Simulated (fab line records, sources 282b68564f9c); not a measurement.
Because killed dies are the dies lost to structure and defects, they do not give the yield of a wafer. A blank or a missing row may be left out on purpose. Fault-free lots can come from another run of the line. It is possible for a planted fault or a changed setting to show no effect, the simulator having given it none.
fab line records -- flow ritCmos
record lots=14, wafers=42, lastDay=7
route steps=202 shown ACTIVE@2
lots that met no fault: taken from a fault-free run of the same line
startH: start of the lot's first displayed wafer, in hours after the record's first day -- waitH: how many hours have passed since the lot's step before this one -- " same as the row above -- L1.1+2: a row that stands for several wafers -- - either no value or no given start -- * or withheld: withheld -- < > ~ a bound
route shown NAME@n: names a module that has steps shown in the file, with the first one's number in the route -- usual: mean/standard deviation taken from wafers without a fault -- same: alike in all rows -- chamber/n: place in a boat -- sites: readings site by site -- _std_site: standard deviation across them -- _edge_site: outer sites' mean less inner sites' -- radiusMm: for every site, how far away it sits from the centre of the wafer -- mask NAME#n: copy n -- behind: tool/chamber where the wafer was last shaped -- hold: what put the lot on hold/how long, in hours/how the hold closed -- device: which transistor (n, p or np) failed to switch -- end of line: the same wafers' tests at the end of the route -- a step with no rows: only its recipe -- killed: count of dies lost to structure and defects at first sort (not the wafer's yield) -- map: per-die view of a wafer (x killed, . not killed, _ where there is no die)
set.NAME: the setting that was run; set.NAME@STEP: the one run at that earlier step -- model.NAME: the simulator's own value behind a step, which no gauge read
steps of the route over a sample of lots; a table a step, a row a wafer
services: a tool's chamber out of use, with start hour (startH, from the record's first day; less than 0 if before it), hours out, and reason
## steps
# step RIT_ACTIVE_OXIDATION_01
# recipe tempC=1000, ambient=O2, targetThkA=468, oxTimeS=3360
# usual oxTempC=999.9/0.45, oxTempCMax=1005.6/2.4, tube_center_temp_C_max=1002.6/0.44
lot.wafer,tool,chamber,startH,waitH,oxTempC,oxTempCMax,tube_center_temp_C_max
L789.3,furnace-04,0,15.53,0.5,999.6,1005.8,1002.5
L789.4,furnace-04,0,15.53,0.5,999.5,1006.6,1002.4
L789.5,furnace-04,0,15.53,0.5,999.7,1006.8,1002.8
L792.1,furnace-01,0,31.10,1.1,1000.8,1003.8,1002.8
L792.3,furnace-01,0,31.10,1.1,999.8,1003.6,1002.5
L792.5,furnace-01,0,31.10,1.1,1000.2,1003.5,1002.7
L793.2,furnace-04,0,35.95,0.9,999.3,1006.5,1002.4
L793.3,furnace-04,0,35.95,0.9,999.8,1007.6,1002.2
L793.4,furnace-04,0,35.95,0.9,1000.3,1007.4,1002.4
L794.2,furnace-01,0,42.49,2.5,999.5,1004.2,1002.1
L794.3,furnace-01,0,42.49,2.5,999.6,1003.2,1002.3
L794.4,furnace-01,0,42.49,2.5,999.9,1003.2,1002.8
L795.3,furnace-04,0,45.77,0.7,1000.0,1008.9,1002.4
L795.5,furnace-04,0,45.77,0.7,1000.5,1007.4,1002.4
L795.6,furnace-04,0,45.77,0.7,999.8,1007.3,1002.7
L797.4,furnace-04,0,55.14,0.1,999.9,1006.7,1002.4
L797.5,furnace-04,0,55.14,0.1,1000.0,1010.2,1002.2
L797.6,furnace-04,0,55.14,0.1,1000.4,1006.8,1002.9
L798.4,furnace-03,0,60.39,0.3,1000.2,1007.0,1002.1
L798.5,furnace-03,0,60.39,0.3,1000.0,1005.9,1002.3
L798.6,furnace-03,0,60.39,0.3,999.8,1006.6,1002.4
L803.2,furnace-01,0,85.12,0.1,999.2,1002.6,1003.0
L803.4,furnace-01,0,85.12,0.1,999.2,1002.7,1002.0
L803.5,furnace-01,0,85.12,0.1,999.1,1002.3,1002.7
L804.1,furnace-04,-,90.95,0.9,-,-,-
L804.2,furnace-04,-,90.95,0.9,-,-,-
L804.4,furnace-04,-,90.95,0.9,-,-,-
L805.1,furnace-01,-,95.15,0.1,-,-,-
L805.3,furnace-01,-,95.15,0.1,-,-,-
L805.4,furnace-01,-,95.15,0.1,-,-,-
L806.1,furnace-01,0,102.78,2.8,1000.2,1004.8,1003.0
L806.4,furnace-01,0,102.78,2.8,1000.1,1003.6,1002.8
L806.5,furnace-01,0,102.78,2.8,999.7,1003.0,1002.6
L808.3,furnace-01,0,110.57,0.5,1000.3,1003.3,1002.5
L808.4,furnace-01,0,110.57,0.5,1000.2,1003.4,1003.2
L808.6,furnace-01,0,110.57,0.5,1000.4,1004.2,1003.1
L810.4,furnace-01,0,121.93,1.8,1000.5,1004.9,1002.6
L810.5,furnace-01,0,121.93,1.8,1000.4,1003.4,1002.4
L810.6,furnace-01,0,121.93,1.8,1000.2,1004.2,1002.5
L811.1,furnace-01,0,125.18,0.2,999.9,1004.0,1002.3
L811.5,furnace-01,0,125.18,0.2,999.9,1003.2,1003.0
L811.6,furnace-01,0,125.18,0.2,999.7,1004.5,1003.5
## services
tool,chamber,startH,hours,kind
furnace-03,-,25.42,3.8,repair
furnace-01,-,34.11,3.3,pm
## key
firstSign step=RIT_ACTIVE_OXIDATION_01, reading=toolRecord, direction=missing
effect none on later readings
metAt RIT_ACTIVE_OXIDATION_01
struckLots L804,L805
laterRowsLeftOut L804.1,L804.2,L804.4,L805.1,L805.3,L805.4
sortLeftOut L804.1,L804.2,L804.4,L805.1,L805.3,L805.4
testerLeftOut L804,L805
onsetBetween 85.12 90.95
fault kind=skippedStepWhole, tool=furnace-01,furnace-04, chamber=-, onsetH=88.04, steps=RIT_ACTIVE_OXIDATION_01, scope=struckLotsOnly
# testerLeftOut: of these lots the tester's yield and bins aren't shown, on N5 and GAA mostly nor the transistor test; their killed dies are dies lost to structure and defects alone, not to doping, threshold or leakage, so they don't give the yield
# sortLeftOut: the simulated sort isn't trusted on such a fault, so these wafers' sort isn't shown, and their yield isn't known
# laterRowsLeftOut: the simulator's readings of these wafers behind a module that went badly wrong aren't trusted and aren't shown, but for the sort
